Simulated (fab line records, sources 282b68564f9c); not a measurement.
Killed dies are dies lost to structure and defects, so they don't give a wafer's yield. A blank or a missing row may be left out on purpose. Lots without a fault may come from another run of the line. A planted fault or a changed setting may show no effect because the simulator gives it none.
Which tool did it? | flow rit_cmos | 12 lots, 36 wafers sampled, at 5 steps of a route of 202

WHAT THE GAUGES READ, wafer by wafer
RIT_CONTACT_CD_MEAS_90: target cd 1000 nm. Usual: cd_nm 1000.2 nm, standard deviation 1.9.
lot  | measured    | on        | cd_nm (nm)           | flag
L325 | day 3 14:42 | cd_sem-01 | 998.0 997.7 997.3    |
L326 | day 3 20:08 | cd_sem-02 | 1002.3 1000.4 1002.2 |
L327 | day 3 20:17 | cd_sem-01 | 998.5 997.2 998.9    |
L329 | day 4 07:23 | cd_sem-01 | 1001.6 999.2 1000.5  |
L332 | day 4 18:14 | cd_sem-01 | 998.2 1000.5 1001.1  |
L335 | day 5 19:31 | cd_sem-01 | 998.0 996.5 999.8    |
L338 | day 6 15:36 | cd_sem-01 | 1000.2 998.6 1000.0  |
L340 | day 6 18:46 | cd_sem-01 | 1001.2 1001.3 1002.1 |
L342 | day 7 09:47 | cd_sem-01 | 1001.2 1001.5 1001.6 |
L345 | day 7 14:40 | cd_sem-01 | 1003.0 1002.2 1001.6 |
L346 | day 7 21:57 | cd_sem-02 | 1001.3 998.7 1000.2  |
L347 | day 8 03:11 | cd_sem-02 | 1002.1 1001.1 1001.8 |

RIT_M1_RS_MEAS_01: measures by four-point-probe. Usual: M1_AL_RS 0.0749 ohm/sq, standard deviation 0.00071.
lot  | measured    | on            | M1_AL_RS (ohm/sq)    | flag
L325 | day 3 15:28 | film_metro-02 | 0.0760 0.0755 0.0759 |
L326 | day 3 20:54 | film_metro-04 | 0.0738 0.0732 0.0739 |
L327 | day 3 21:03 | film_metro-03 | 0.0749 0.0756 0.0748 |
L329 | day 4 08:10 | film_metro-03 | 0.0749 0.0749 0.0753 |
L332 | day 4 19:01 | film_metro-02 | 0.0748 0.0744 0.0740 |
L335 | day 5 20:18 | film_metro-04 | 0.0762 0.0749 0.0753 |
L338 | day 6 16:22 | film_metro-02 | 0.0745 0.0750 0.0755 |
L340 | day 6 19:35 | film_metro-03 | 0.0739 0.0738 0.0749 |
L342 | day 7 10:44 | film_metro-03 | 0.0737 0.0736 0.0736 |
L345 | day 7 15:26 | film_metro-04 | 0.0748 0.0746 0.0747 |
L346 | day 7 22:43 | film_metro-02 | 0.0750 0.0753 0.0750 |
L347 | day 8 03:57 | film_metro-02 | 0.0751 0.0752 0.0743 |

RIT_M1_OVL_MEAS_10. Usual: M1_OVL -0.1 nm, standard deviation 1.3.
lot  | measured    | on         | M1_OVL (nm)    | flag
L325 | day 3 16:48 | overlay-02 | -0.1 -0.9 0.8  |
L326 | day 3 22:07 | overlay-01 | -2.0 -1.1 -2.1 |
L327 | day 3 22:41 | overlay-01 | 0.8 0.6 -0.6   |
L329 | day 4 09:26 | overlay-01 | -1.1 -1.4 1.0  |
L332 | day 4 20:10 | overlay-02 | -1.2 0.1 -1.4  |
L335 | day 5 21:27 | overlay-02 | -0.7 0.3 1.1   |
L338 | day 6 17:43 | overlay-01 | 0.0 -0.5 1.3   |
L340 | day 6 20:58 | overlay-02 | -0.2 2.4 3.6   |
L342 | day 7 11:53 | overlay-01 | 2.3 0.9 0.4    |
L345 | day 7 16:43 | overlay-01 | 0.0 0.3 1.9    |
L346 | day 7 23:52 | overlay-01 | -1.9 0.2 -0.6  |
L347 | day 8 05:16 | overlay-01 | 0.7 0.8 -0.5   |

RIT_M1_CD_MEAS_90: target cd 2600 nm. Usual: cd_nm 2601.8 nm, standard deviation 2.4.
lot  | measured    | on        | cd_nm (nm)           | flag
L325 | day 3 17:37 | cd_sem-01 | 2602.5 2603.3 2602.7 |
L326 | day 3 23:04 | cd_sem-02 | 2605.4 2605.0 2604.8 |
L327 | day 3 23:31 | cd_sem-01 | 2604.1 2603.6 2603.4 |
L329 | day 4 10:14 | cd_sem-02 | 2599.9 2598.6 2596.7 |
L332 | day 4 21:10 | cd_sem-01 | 2610.6 2609.9 2604.9 |
L335 | day 5 22:17 | cd_sem-02 | 2611.4 2601.8 2600.7 |
L338 | day 6 18:31 | cd_sem-02 | 2601.6 2604.1 2606.2 |
L340 | day 6 21:46 | cd_sem-02 | 2601.5 2599.5 2603.5 |
L342 | day 7 12:43 | cd_sem-01 | 2595.8 2598.6 2594.3 |
L345 | day 7 17:33 | cd_sem-02 | 2603.3 2602.7 2601.2 |
L346 | day 8 00:43 | cd_sem-02 | 2603.0 2597.6 2601.2 |
L347 | day 8 06:07 | cd_sem-02 | 2602.7 2600.0 2603.2 |

WHICH TOOL RAN EACH LOT (tool, then ch and the chambers of the sampled wafers, then the start)
lot  | RIT_M1_METAL_ETCH_12
L325 | rie_metal-04 ch 0,1, day 3 17:05
L326 | rie_metal-03 ch 0,1, day 3 22:34
L327 | rie_metal-02 ch 0,1, day 3 23:00
L329 | rie_metal-03 ch 0,1, day 4 09:44
L332 | rie_metal-03 ch 0,1, day 4 20:30
L335 | rie_metal-03 ch 0,1, day 5 21:47
L338 | rie_metal-02 ch 0,1, day 6 18:01
L340 | rie_metal-02 ch 0,1, day 6 21:15
L342 | rie_metal-02 ch 0,1, day 7 12:13
L345 | rie_metal-02 ch 0,1, day 7 17:00
L346 | rie_metal-02 ch 0,1, day 8 00:13
L347 | rie_metal-04 ch 0,1, day 8 05:35
- RIT_M1_METAL_ETCH_12: etches Al in Cl2/BCl3, stops on SiO2, time 165 s, target depth 600 nm.

WHAT THE TOOLS THEMSELVES READ (means of the sampled wafers that have a number; where no wafer has one, the mark that the record gives instead)
RIT_M1_METAL_ETCH_12. Usual: drypump_motor_current_A 6.2 A, standard deviation 0.55; oes_product_au 0.775 a.u., standard deviation 0.0091; run_length_s 193.2 s, standard deviation 0.47; throttle_valve_pct 8.24 %, standard deviation 0.069.
lot  | tool         | drypump_motor_current_A (A) | oes_product_au (a.u.) | run_length_s (s) | throttle_valve_pct (%) | flag
L325 | rie_metal-04 | 5.9                         | 0.767                 | 193.2            | 8.22                   |
L326 | rie_metal-03 | 6.6                         | 0.778                 | 193.4            | 8.24                   |
L327 | rie_metal-02 | 5.9                         | 0.777                 | 193.2            | 8.22                   |
L329 | rie_metal-03 | 6.4                         | 0.775                 | 192.9            | 8.31                   |
L332 | rie_metal-03 | 6.4                         | 0.911                 | 148.9            | 8.29                   | OFF
L335 | rie_metal-03 | 6.6                         | 0.835                 | 171.2            | 8.23                   | OFF
L338 | rie_metal-02 | 5.9                         | 0.786                 | 193.3            | 8.21                   |
L340 | rie_metal-02 | 5.9                         | 0.788                 | 193.2            | 8.22                   |
L342 | rie_metal-02 | 5.9                         | 0.786                 | 193.4            | 8.23                   |
L345 | rie_metal-02 | 6.2                         | 0.789                 | 193.4            | 8.22                   |
L346 | rie_metal-02 | 6.0                         | 0.781                 | 193.4            | 8.22                   |
L347 | rie_metal-04 | 5.5                         | 0.769                 | 193.3            | 8.21                   |

THE ANSWER, worked out from the rows above alone
Rule: a lot is off if the mean of its wafers that have a number lies more than 3 standard deviations from the usual mean. A lot without any number at a reading at which 4 lots or more have one is off too. The other lots that the step has rows for count as sound. The gauges are gone through in route order, then the tools' own readings, and for those a lot's mean is taken as printed above. The first step at which some lot is off is used, and at that step the reading that is off furthest; a lot without a number counts as furthest.
Off: L332, L335, at RIT_M1_METAL_ETCH_12 (run_length_s).
A tool fits if, at that step or a process step before it, it ran every lot that is off, and no sound lot after the first of them. One fits: rie_metal-03 at RIT_M1_METAL_ETCH_12. Its last sound lot is L329 (day 4 09:44), its first lot that is off L332 (day 4 20:30): a fault that began between those two fits.
The tool's own readings at RIT_M1_METAL_ETCH_12 bear it out: on the lots that are off they differ by more than 5 times the standard deviation of the sound lots' means. oes_product_au reads 0.873 a.u. there against 0.780 a.u. on the sound lots; run_length_s reads 160.1 s there against 193.3 s on the sound lots.

WHAT THE SIMULATOR HAD PUT IN
Process parameter drift: rie_metal-03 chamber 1, from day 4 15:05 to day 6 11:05, at RIT_M1_METAL_ETCH_12. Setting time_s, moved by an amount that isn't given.
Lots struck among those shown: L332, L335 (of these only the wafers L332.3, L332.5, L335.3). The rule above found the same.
